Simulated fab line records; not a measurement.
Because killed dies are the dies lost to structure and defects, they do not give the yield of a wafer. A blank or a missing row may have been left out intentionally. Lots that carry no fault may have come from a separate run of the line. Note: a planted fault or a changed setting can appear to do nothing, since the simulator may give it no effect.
Which of the tools did it?	flow berkeley cmos170	14 lots with 42 wafers sampled at 4 steps, on a route of 331 steps

WHAT THE GAUGES READ, wafer by wafer
UCB170_NWELL_OVL_MEAS_12. Usual: NWELL_OVL gives 3 nm (standard deviation 5.1).
lot	measured	on	NWELL_OVL (nm)	flag
L330	day 2 07:21	overlay-01	3 12 6	
L332	day 2 21:07	overlay-02	-5 1 -3	
L331	day 2 21:31	overlay-01	2 0 -3	
L333	day 3 00:43	overlay-02	-8 -6 -1	
L334	day 3 10:40	overlay-02	0 7 2	
L335	day 3 10:50	overlay-01	-5 5 3	
L337	day 3 22:34	overlay-01	-1 4 2	
L339	day 4 03:09	overlay-02	4 2 5	
L338	day 4 03:49	overlay-02	0 -4 -3	
L342	day 5 01:35	overlay-02	0 0 4	
L347	day 6 01:15	overlay-02	5 10 4	
L351	day 6 19:23	overlay-01	5 8 4	
L352	day 6 19:55	overlay-02	9 20 5	
L353	day 7 04:19	overlay-02	11 10 9	

UCB170_WELLDRIVE_THK_MEAS_02. Usual: WELLDRIVE_OXIDE_THK gives 201.2 nm (standard deviation 2.8).
lot	measured	on	WELLDRIVE_OXIDE_THK (nm)	flag
L330	day 3 12:01	film metro-04	204.1 199.4 202.6	
L332	day 4 05:15	film metro-03	202.0 199.1 203.5	
L331	day 4 05:13	film metro-04	199.8 200.1 200.7	
L333	day 4 05:15	film metro-01	201.7 201.8 200.8	
L334	day 4 22:14	film metro-01	201.8 200.8 204.1	
L335	day 4 14:05	film metro-04	200.1 206.7 206.1	
L337	day 5 07:23	film metro-01	198.2 196.0 196.7	
L339	day 5 07:23	film metro-03	200.8 201.0 202.0	
L338	day 5 07:27	film metro-04	196.8 198.4 199.3	
L342	day 6 09:38	film metro-03	219.8 217.8 219.6	OFF
L347	day 7 11:02	film metro-01	216.6 220.4 218.4	OFF
L351	day 8 04:34	film metro-03	205.0 200.5 200.0	
L352	day 8 04:34	film metro-04	198.3 202.2 201.1	
L353	day 8 17:36	film metro-03	205.1 203.0 203.8	

UCB170_ACTIVE_OVL_MEAS_14. Usual: ACTIVE_OVL gives 1 nm (standard deviation 5.1).
lot	measured	on	ACTIVE_OVL (nm)	flag
L330	day 4 04:50	overlay-01	-1 6 4	
L332	day 5 03:26	overlay-01	1 -1 2	
L331	day 5 03:35	overlay-01	-2 0 -6	
L333	day 5 03:09	overlay-01	6 1 8	
L334	day 5 15:34	overlay-02	-3 -4 -4	
L335	day 5 15:02	overlay-02	4 1 -1	
L337	day 6 02:56	overlay-01	0 5 7	
L339	day 6 03:29	overlay-01	1 -2 -9	
L338	day 6 03:14	overlay-01	9 10 1	
L342	day 7 05:40	overlay-02	10 4 1	
L347	day 8 10:42	overlay-01	3 9 2	
L351	day 9 03:05	overlay-02	2 7 5	
L352	day 9 03:18	overlay-02	1 3 -2	
L353	day 9 14:58	overlay-01	9 0 8	

EACH LOT AND THE TOOL THAT RAN IT (in order: tool; ch and the chambers of the sampled wafers; start)
lot	UCB170_WELLDRIVE_OXIDATION_01
L330	furnace-02 ch 0, day 3 08:31
L332	furnace-01 ch 0, day 4 01:43
L331	furnace-01 ch 0, day 4 01:43
L333	furnace-01 ch 0, day 4 01:43
L334	furnace-02 ch 0, day 4 18:44
L335	furnace-04 ch 0, day 4 10:35
L337	furnace-04 ch 0, day 5 03:53
L339	furnace-04 ch 0, day 5 03:53
L338	furnace-04 ch 0, day 5 03:53
L342	furnace-02 ch 0, day 6 06:07
L347	furnace-02 ch 0, day 7 07:31
L351	furnace-04 ch 0, day 8 01:04
L352	furnace-04 ch 0, day 8 01:04
L353	furnace-04 ch 0, day 8 14:05
- UCB170_WELLDRIVE_OXIDATION_01: target thk 199 nm, ox time 9000 s.

AS READ BY THE TOOLS THEMSELVES (means over the sampled wafers that have a number; for cases with no such wafer, the mark the record gives instead)
UCB170_WELLDRIVE_OXIDATION_01. Usual: spike tc centre C 1102.8 C, standard deviation 1.1; spike tc load C 1130 C, standard deviation 3.1; spike tc source C 1126.7 C, standard deviation 1.3; tube center temp C 1100 C, standard deviation 0.099; tube_center_temp_C_max 1102.8, standard deviation 0.46.
lot	tool	spike tc centre C (C)	spike tc load C (C)	spike tc source C (C)	tube center temp C (C)	tube_center_temp_C_max	flag
L330	furnace-02	1103.1	1132	1127.2	1100	1102.8	
L332	furnace-01	1103.1	1130	1125.7	1100	1102.6	
L331	furnace-01	1104.0	1130	1125.9	1100	1103.1	
L333	furnace-01	1102.7	1131	1125.8	1100	1102.3	
L334	furnace-02	1103.2	1134	1127.2	1100	1103.0	
L335	furnace-04	1102.4	1126	1126.5	1100	1103.1	
L337	furnace-04	1101.7	1126	1127.4	1100	1102.7	
L339	furnace-04	1101.8	1127	1128.2	1100	1102.6	
L338	furnace-04	1102.2	1125	1127.7	1100	1102.5	
L342	furnace-02	1118.9	1149	1143.1	1116	1118.4	OFF
L347	furnace-02	1118.9	1148	1142.8	1116	1118.3	OFF
L351	furnace-04	1103.7	1126	1128.1	1100	1103.1	
L352	furnace-04	1101.3	1127	1127.0	1100	1103.0	
L353	furnace-04	1101.9	1127	1127.8	1100	1102.6	

THE ANSWER, worked out from the rows above alone
Rule: take the mean of a lot's wafers that have a number; if it is more than 3 standard deviations from the usual mean, the lot is off. Also off: a lot with no number at a reading for which 4 or more lots have one. Where the step has rows for the other lots, those lots are counted as sound. The gauges are gone through in route order, then the tools' own readings, and for those a lot's mean is taken as printed above. At the first step where some lot is off, the reading lying furthest off is the one used; lots without a number count as furthest.
Off: L342, L347, at UCB170_WELLDRIVE_THK_MEAS_02 (WELLDRIVE_OXIDE_THK).
A tool fits if, at a process step before that reading, it ran every lot that is off, and no sound lot after the first of them. The gauges at UCB170_WELLDRIVE_THK_MEAS_02 aren't tried: what is off there is off at UCB170_WELLDRIVE_OXIDATION_01 too, on other tools, and a gauge's error can't cause that. One fits: furnace-02 at UCB170_WELLDRIVE_OXIDATION_01. A fault onset in the window from L334 (day 4 18:44, its last sound lot) to L342 (day 6 06:07, its first lot off) fits.
The tool's own readings at UCB170_WELLDRIVE_OXIDATION_01 bear it out: on the lots that are off they differ by more than 5 times the standard deviation of the sound lots' means. spike tc centre C reads 1118.9 C there against 1102.6 C on the sound lots; spike tc load C reads 1148 C there against 1128 C on the sound lots; spike tc source C reads 1142.9 C there against 1127.0 C on the sound lots; tube center temp C reads 1116 C there against 1100 C on the sound lots; tube_center_temp_C_max reads 1118.3 there against 1102.8 on the sound lots.

WHAT THE SIMULATOR HAD PUT IN
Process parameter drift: furnace-02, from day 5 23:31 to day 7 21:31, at UCB170_WELLDRIVE_OXIDATION_01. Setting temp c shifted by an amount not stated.
Struck lots among those shown: L342, L347. Same finding as the rule above.
